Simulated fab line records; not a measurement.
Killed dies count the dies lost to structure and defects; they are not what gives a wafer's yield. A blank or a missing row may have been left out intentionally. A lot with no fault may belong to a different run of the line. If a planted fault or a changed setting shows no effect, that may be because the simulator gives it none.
fab line records	flow berkeleyCmos170
record lots=7	wafers=21	lastDay=12
route steps=331 shown FIELD@93 SACOX@97 SCREENOX@100 NVT@104 PVT@115 GATE@125
lots with no fault: from the same line, run without faults
startH: start of the lot's first displayed wafer, in hours after the record's first day	waitH: how many hours have passed since the lot's step before this one	" as in the row above	L1.1+2: several wafers, shown together as one row	- either no value or no given start	* or withheld: withheld	< > ~ a bound
route shown NAME@n: NAME is a module with steps in the file, n the number in the route of the first one	usual: mean/standard deviation taken from wafers without a fault	same: alike in all rows	chamber/n: place in a boat	sites: each site's reading	_std_site: standard deviation across them	_edge_site: outer sites' mean less inner sites'	radiusMm: for every site, how far away it sits from the centre of the wafer	mask NAME#n: copy n	behind: the tool/chamber that last shaped the wafer	hold: why the lot was held/for how many hours/how that ended	device: whichever transistor did not switch (one of n, p or np)	end of line: the route-end tests of the same wafers	a step given without rows: its recipe and nothing more	killed: not the wafer's yield, but the dies lost to structure and defects at the first sort	map: a wafer's dies, x killed, . not, _ none there
set.NAME: the run value of the setting; set.NAME@STEP: its run value at that earlier step	model.NAME: the simulator's own value behind a step, which no gauge read
a table for each step, a row for each wafer; lots at some steps of the route
services: the hour from which a tool's chamber was out of use, counted from the record's first day as startH (under 0 if before that day), plus the number of hours and why
## steps
# step UCB170_FIELD_WET_ETCH_04
# recipe chemistry=dHF	dilution=10:1	target=SiO2	tempC=25	timeS=60
# step UCB170_FIELD_WET_ETCH_05
# recipe chemistry=H3PO4	target=Si3N4	tempC=160	timeS=12600
# step UCB170_FIELD_WET_ETCH_06
# recipe chemistry=BOE	dilution=5:1	target=SiO2	tempC=25	timeS=22
# step UCB170_FIELD_THK_MEAS_90
# recipe reads=SiO2_of_FIELD_OXIDATION_01
# usual FIELD_OXIDE_LEFT_1_THK=448/13
lot.wafer	tool	chamber	startH	waitH	FIELD_OXIDE_LEFT_1_THK[nm]
L771.1	filmMetro-02	-	130.17	0.0	478
L771.2	"	-	"	"	462
L771.6	"	-	"	"	472
L777.3	filmMetro-04	-	157.94	0.0	454
L777.4	"	-	"	"	458
L777.5	"	-	"	"	451
L778.3	filmMetro-02	-	166.71	0.0	437
L778.5	"	-	"	"	421
L778.6	"	-	"	"	444
L782.2	filmMetro-01	-	166.74	0.1	444
L782.5	"	-	"	"	439
L782.6	"	-	"	"	435
L781.2	filmMetro-02	-	174.80	0.0	446
L781.3	"	-	"	"	440
L781.6	"	-	"	"	432
L786.2	filmMetro-04	-	195.44	0.0	427
L786.3	"	-	"	"	429
L786.6	"	-	"	"	432
L788.1	filmMetro-02	-	212.23	0.0	441
L788.2	"	-	"	"	444
L788.5	"	-	"	"	441
# step UCB170_SACOX_CLEAN_00
# recipe chemistry=dHF	dilution=25:1	timeS=7.5
# step UCB170_SACOX_OXIDATION_01
# recipe tempC=900	ambient=O2	targetThkA=144	oxTimeS=2400
# step UCB170_SACOX_THK_MEAS_02
# recipe reads=SiO2_of_SACOX_OXIDATION_01
# usual SACOX_OXIDE_THK=14.48/0.29
lot.wafer	tool	chamber	startH	waitH	SACOX_OXIDE_THK[nm]
L771.1	filmMetro-04	-	134.77	0.0	14.61
L771.2	"	-	"	"	14.56
L771.6	"	-	"	"	14.48
L777.3	filmMetro-04	-	162.45	0.0	14.17
L777.4	"	-	"	"	14.37
L777.5	"	-	"	"	14.18
L778.3	filmMetro-03	-	169.94	0.0	14.65
L778.5	"	-	"	"	14.85
L778.6	"	-	"	"	14.66
L782.2	filmMetro-04	-	169.99	0.1	14.61
L782.5	"	-	"	"	14.64
L782.6	"	-	"	"	14.50
L781.2	filmMetro-03	-	176.63	0.0	14.08
L781.3	"	-	"	"	14.18
L781.6	"	-	"	"	14.30
L786.2	filmMetro-04	-	198.84	0.0	15.05
L786.3	"	-	"	"	14.54
L786.6	"	-	"	"	14.66
L788.1	filmMetro-03	-	216.38	0.0	14.14
L788.2	"	-	"	"	14.29
L788.5	"	-	"	"	14.33
# step UCB170_SCREENOX_WET_ETCH_00
# recipe chemistry=dHF	dilution=25:1	target=SiO2	tempC=25	timeS=200
# step UCB170_SCREENOX_OXIDATION_01
# recipe tempC=900	ambient=O2	targetThkA=144	oxTimeS=2400
# step UCB170_SCREENOX_THK_MEAS_02
# recipe reads=SiO2_of_SCREENOX_OXIDATION_01
# usual SCREENOX_OXIDE_THK=14.4/0.34
lot.wafer	tool	chamber	startH	waitH	SCREENOX_OXIDE_THK[nm]
L771.1	filmMetro-03	-	139.60	0.0	14.7
L771.2	"	-	"	"	14.6
L771.6	"	-	"	"	14.5
L777.3	filmMetro-01	-	166.62	0.0	13.8
L777.4	"	-	"	"	13.9
L777.5	"	-	"	"	13.9
L782.2	filmMetro-02	-	173.71	0.0	14.3
L782.5	"	-	"	"	14.0
L782.6	"	-	"	"	14.3
L778.3	filmMetro-03	-	173.72	0.0	14.6
L778.5	"	-	"	"	14.6
L778.6	"	-	"	"	14.4
L781.2	filmMetro-03	-	183.57	0.0	14.6
L781.3	"	-	"	"	14.4
L781.6	"	-	"	"	14.3
L786.2	filmMetro-03	-	204.65	0.0	14.1
L786.3	"	-	"	"	14.2
L786.6	"	-	"	"	14.4
L788.1	filmMetro-01	-	222.27	0.0	14.1
L788.2	"	-	"	"	14.2
L788.5	"	-	"	"	14.2
# step UCB170_SCREENOX_ANNEAL_03
# recipe tempC=900	timeS=900	ambient=N2
# step UCB170_NVT_HMDS_00
# recipe primeTimeS=60	primeTempC=100
# step UCB170_NVT_COAT_01
# recipe resist=KrF	spinRpm=1500	resistThkNm=900
# usual chillPlateTempC=22.99/0.12	dispensePressureKPa=50/4.8	exhaustPa=45.0/0.9
lot.wafer	tool	chamber	startH	waitH	chillPlateTempC	dispensePressureKPa	exhaustPa
L771.1	lithoTrack-03	0	145.06	0.1	23.13	42	45.3
L771.2	"	0	"	"	23.04	42	46.8
L771.6	"	0	"	"	23.13	42	45.6
L777.3	lithoTrack-01	-	169.63	0.1	-	-	-
L777.4	"	-	"	"	-	-	-
L777.5	"	-	"	"	-	-	-
L782.2	lithoTrack-01	-	180.20	0.1	-	-	-
L782.5	"	-	"	"	-	-	-
L782.6	"	-	"	"	-	-	-
L778.3	lithoTrack-04	-	180.42	0.1	-	-	-
L778.5	"	-	"	"	-	-	-
L778.6	"	-	"	"	-	-	-
L781.2	lithoTrack-04	0	188.82	0.1	23.03	51	43.7
L781.3	"	0	"	"	22.97	51	45.3
L781.6	"	0	"	"	23.05	51	45.3
L786.2	lithoTrack-01	0	208.64	0.1	23.21	54	45.2
L786.3	"	0	"	"	23.16	54	46.2
L786.6	"	0	"	"	23.15	54	44.7
L788.1	lithoTrack-04	0	225.69	0.1	22.99	51	45.7
L788.2	"	0	"	"	22.97	51	45.7
L788.5	"	0	"	"	23.07	51	45.6
# step UCB170_NVT_SOFTBAKE_02
# recipe resist=KrF	tempC=130	timeS=60
# step UCB170_NVT_EXPOSE_03
# recipe maskId=PWELL	targetCdNm=3000	na=0.5	sigmaOuter=0.6	sourceShape=conventional	doseMj=30
# step UCB170_NVT_PEB_04
# recipe pebTempC=130	pebTimeS=withheld	resist=KrF
# step UCB170_NVT_DEVELOP_05
# recipe developer=TMAH	developTimeS=45	resist=KrF	devTempC=21
# step UCB170_NVT_OVL_MEAS_06
# usual NVT_OVL=0/5.2
lot.wafer	tool	chamber	startH	waitH	NVT_OVL[nm]
L771.1	overlay-02	-	145.85	-	3
L771.2	"	-	"	"	7
L771.6	"	-	"	"	7
L777.3	overlay-02	-	170.41	-	-
L777.4	"	-	"	"	-
L777.5	"	-	"	"	-
L782.2	overlay-01	-	181.48	-	-
L782.5	"	-	"	"	-
L782.6	"	-	"	"	-
L778.3	overlay-02	-	181.62	-	-
L778.5	"	-	"	"	-
L778.6	"	-	"	"	-
L781.2	overlay-01	-	189.68	-	7
L781.3	"	-	"	"	-2
L781.6	"	-	"	"	4
L786.2	overlay-02	-	209.32	-	1
L786.3	"	-	"	"	2
L786.6	"	-	"	"	2
L788.1	overlay-01	-	227.27	-	4
L788.2	"	-	"	"	8
L788.5	"	-	"	"	7
# step UCB170_NVT_IMPLANT_07
# recipe species=BF2	doseCm2=3e+12	energyKev=50	tiltDeg=7
# step UCB170_NVT_STRIP_08
# recipe chemistry=O2	powerW=400	pressureMtorr=3500	platenTempC=withheld	o2FlowSccm=400	overashFraction=0.5
# usual drypumpMotorCurrentA=5.7/0.43	oesProductAu=0.734/0.0047	stripTimeToEndpointS=21.63/0.061
lot.wafer	tool	chamber	startH	waitH	drypumpMotorCurrentA	oesProductAu	rfHoursCounterH	stripTimeToEndpointS
L771.1	plasmaAsher-01	1	146.03	0.1	5.2	0.740	46	21.62
L771.2	"	0	"	"	6.0	0.732	46	21.68
L771.6	"	1	"	"	5.1	0.740	-	21.62
L777.3	plasmaAsher-03	1	170.61	0.1	5.8	-	-	-
L777.4	"	0	"	"	5.1	-	-	-
L777.5	"	0	"	"	5.1	-	-	-
L782.2	plasmaAsher-03	0	181.66	0.1	5.0	-	7	-
L782.5	"	0	"	"	5.0	-	-	-
L782.6	"	1	"	"	5.8	-	-	-
L778.3	plasmaAsher-02	1	181.83	0.1	5.8	-	-	-
L778.5	"	1	"	"	5.8	-	-	-
L778.6	"	0	"	"	6.2	-	-	-
L781.2	plasmaAsher-02	1	189.86	0.1	5.8	0.736	43	21.56
L781.3	"	0	"	"	6.3	0.727	-	21.63
L781.6	"	0	"	"	6.2	0.740	-	21.61
L786.2	plasmaAsher-03	1	209.50	0.1	5.8	0.740	10	21.63
L786.3	"	1	"	"	5.8	0.728	-	21.67
L786.6	"	0	"	"	5.0	0.738	-	21.72
L788.1	plasmaAsher-03	1	227.45	0.1	5.8	0.742	12	21.62
L788.2	"	0	"	"	5.0	0.734	12	21.69
L788.5	"	0	"	"	5.0	0.724	-	21.69
# step UCB170_NVT_TW_MEAS_09
# usual NVT_TW=526/5.1
lot.wafer	tool	chamber	startH	waitH	NVT_TW
L771.1	filmMetro-01	-	146.13	0.1	526
L771.2	"	-	"	"	527
L771.6	"	-	"	"	525
L777.3	filmMetro-01	-	170.70	0.1	525
L777.4	"	-	"	"	524
L777.5	"	-	"	"	525
L782.2	filmMetro-04	-	181.77	0.1	530
L782.5	"	-	"	"	530
L782.6	"	-	"	"	532
L778.3	filmMetro-03	-	181.92	0.1	519
L778.5	"	-	"	"	517
L778.6	"	-	"	"	521
L781.2	filmMetro-04	-	189.97	0.1	528
L781.3	"	-	"	"	532
L781.6	"	-	"	"	531
L786.2	filmMetro-03	-	209.61	0.1	521
L786.3	"	-	"	"	521
L786.6	"	-	"	"	520
L788.1	filmMetro-04	-	227.55	0.1	534
L788.2	"	-	"	"	533
L788.5	"	-	"	"	533
# step UCB170_NVT_CLEAN_10
# recipe chemistry=SPM	tempC=120	timeS=600
# step UCB170_PVT_HMDS_00
# recipe primeTimeS=60	primeTempC=100
# step UCB170_PVT_COAT_01
# recipe resist=KrF	spinRpm=1500	resistThkNm=900
# step UCB170_PVT_SOFTBAKE_02
# recipe resist=KrF	tempC=130	timeS=62.52
# usual exhaustPa=45.1/0.9	plateSensorTCentreC=131.41/0.011	plateSensorTEdgeC=131.53/0.01
lot.wafer	tool	chamber	startH	waitH	exhaustPa	plateSensorTCentreC	plateSensorTEdgeC
L771.1	lithoTrack-02	0	147.03	0.1	45.7	131.4	131.52
L771.2	"	0	"	"	45.2	131.42	131.53
L771.6	"	0	"	"	45.8	131.39	131.54
L777.3	lithoTrack-02	0	172.38	0.1	46.0	131.4	131.53
L777.4	"	0	"	"	45.3	131.39	131.53
L777.5	"	0	"	"	44.6	131.41	131.53
L782.2	lithoTrack-03	0	182.49	0.1	46.0	131.4	131.54
L782.5	"	0	"	"	45.9	131.4	131.53
L782.6	"	0	"	"	46.6	131.41	131.52
L778.3	lithoTrack-03	0	182.96	0.1	45.4	131.42	131.53
L778.5	"	0	"	"	44.9	131.4	131.53
L778.6	"	0	"	"	44.5	131.41	131.51
L781.2	lithoTrack-04	0	190.52	0.1	45.1	131.4	131.53
L781.3	"	0	"	"	44.6	131.44	131.54
L781.6	"	0	"	"	45.8	131.41	131.53
L786.2	lithoTrack-03	0	210.16	0.1	44.8	131.41	131.52
L786.3	"	0	"	"	43.6	131.42	131.53
L786.6	"	0	"	"	45.0	131.43	131.52
L788.1	lithoTrack-02	0	229.62	0.1	45.7	131.41	131.53
L788.2	"	0	"	"	45.0	131.42	131.53
L788.5	"	0	"	"	44.9	131.42	131.53
# step UCB170_PVT_EXPOSE_03
# recipe maskId=NWELL	targetCdNm=3000	na=0.5	sigmaOuter=0.6	sourceShape=conventional	doseMj=30
# step UCB170_PVT_PEB_04
# recipe pebTempC=130	pebTimeS=withheld	resist=KrF
# step UCB170_PVT_DEVELOP_05
# recipe developer=TMAH	developTimeS=45	resist=KrF	devTempC=21
# step UCB170_PVT_OVL_MEAS_06
# usual PVT_OVL=-4/6
lot.wafer	tool	chamber	startH	waitH	PVT_OVL[nm]
L771.1	overlay-01	-	147.91	-	-11
L771.2	"	-	"	"	-9
L771.6	"	-	"	"	-11
L777.3	overlay-02	-	173.01	-	2
L777.4	"	-	"	"	0
L777.5	"	-	"	"	2
L782.2	overlay-01	-	183.63	-	-13
L782.5	"	-	"	"	-6
L782.6	"	-	"	"	-13
L778.3	overlay-02	-	183.91	-	-5
L778.5	"	-	"	"	-7
L778.6	"	-	"	"	-11
L781.2	overlay-02	-	191.24	-	-7
L781.3	"	-	"	"	-9
L781.6	"	-	"	"	-15
L786.2	overlay-02	-	210.80	-	-4
L786.3	"	-	"	"	-8
L786.6	"	-	"	"	-5
L788.1	overlay-02	-	230.32	-	-3
L788.2	"	-	"	"	5
L788.5	"	-	"	"	6
# step UCB170_PVT_IMPLANT_07
# recipe species=P	doseCm2=1.971e+12	energyKev=30	tiltDeg=7
# step UCB170_PVT_STRIP_08
# recipe chemistry=O2	powerW=400	pressureMtorr=3500	platenTempC=withheld	o2FlowSccm=400	overashFraction=0.5
# usual drypumpMotorCurrentA=5.7/0.37	oesProductAu=0.735/0.0045	stripTimeToEndpointS=21.64/0.064
lot.wafer	tool	chamber	startH	waitH	drypumpMotorCurrentA	oesProductAu	rfHoursCounterH	stripTimeToEndpointS
L771.1	plasmaAsher-04	0	148.09	0.1	5.3	0.741	36	21.67
L771.2	"	1	"	"	5.9	0.727	36	21.74
L771.6	"	0	"	"	5.3	0.739	-	21.59
L777.3	plasmaAsher-01	1	173.22	0.1	5.1	0.737	-	21.66
L777.4	"	0	"	"	6.0	0.735	-	21.61
L777.5	"	0	"	"	6.0	0.727	-	21.63
L782.2	plasmaAsher-04	1	183.81	0.1	5.9	0.736	41	21.60
L782.5	"	1	"	"	6.0	0.729	-	21.66
L782.6	"	0	"	"	5.3	0.735	-	21.62
L778.3	plasmaAsher-01	0	184.12	0.1	6.0	0.736	-	21.70
L778.5	"	1	"	"	5.2	0.730	-	21.73
L778.6	"	0	"	"	6.0	0.738	-	21.66
L781.2	plasmaAsher-01	1	191.42	0.1	5.2	0.730	52	21.59
L781.3	"	0	"	"	6.0	0.733	-	21.61
L781.6	"	1	"	"	5.2	0.740	-	21.61
L786.2	plasmaAsher-04	1	210.98	0.1	5.9	0.725	44	21.67
L786.3	"	1	"	"	5.9	0.732	-	21.57
L786.6	"	0	"	"	5.3	0.739	-	21.71
L788.1	plasmaAsher-04	1	230.51	0.1	6.0	0.729	46	21.66
L788.2	"	0	"	"	5.3	0.733	46	21.65
L788.5	"	1	"	"	5.9	0.740	-	21.60
# step UCB170_PVT_TW_MEAS_09
# usual PVT_TW=506/5.3
lot.wafer	tool	chamber	startH	waitH	PVT_TW
L771.1	filmMetro-01	-	148.19	0.1	506
L771.2	"	-	"	"	504
L771.6	"	-	"	"	504
L777.3	filmMetro-04	-	173.31	0.1	647
L777.4	"	-	"	"	647
L777.5	"	-	"	"	647
L782.2	filmMetro-04	-	183.92	0.1	647
L782.5	"	-	"	"	650
L782.6	"	-	"	"	650
L778.3	filmMetro-04	-	184.21	0.1	649
L778.5	"	-	"	"	647
L778.6	"	-	"	"	646
L781.2	filmMetro-01	-	191.53	0.1	506
L781.3	"	-	"	"	506
L781.6	"	-	"	"	505
L786.2	filmMetro-04	-	211.09	0.1	512
L786.3	"	-	"	"	513
L786.6	"	-	"	"	516
L788.1	filmMetro-04	-	230.66	0.1	517
L788.2	"	-	"	"	515
L788.5	"	-	"	"	515
# step UCB170_GATE_WET_ETCH_00
# recipe chemistry=dHF	dilution=25:1	target=SiO2	tempC=25	timeS=200
## services
tool	chamber	startH	hours	kind
plasmaAsher-02	-	151.98	11.8	pm
plasmaAsher-02	-	200.08	15.6	pm
plasmaAsher-02	-	215.68	2.8	pm
## key
firstSign step=UCB170_NVT_COAT_01	reading=toolRecord	direction=missing
effect step=UCB170_NVT_OVL_MEAS_06	reading=NVT_OVL	direction=missing
effect step=UCB170_PVT_TW_MEAS_09	reading=PVT_TW	direction=up	sigmas=27	usual=506	struck=648
metAt UCB170_NVT_COAT_01
struckWafers L777.3,L777.4,L777.5,L778.3,L778.5,L778.6,L782.2,L782.5,L782.6
sortLeftOut L777.3,L777.4,L777.5,L778.3,L778.5,L778.6,L782.2,L782.5,L782.6
testerLeftOut L777,L778,L782
fault kind=skippedStepWhole	tool=lithoTrack-01,lithoTrack-04	chamber=-	onsetH=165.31	steps=UCB170_NVT_COAT_01	scope=struckLotsOnly
# testerLeftOut: of these lots the tester's yield and bins aren't shown, on N5 and GAA mostly nor the transistor test; their killed dies are dies lost to structure and defects alone, not to doping, threshold or leakage, so they don't give the yield
# sortLeftOut: the simulated sort isn't trusted on such a fault, so these wafers' sort isn't shown, and their yield isn't known
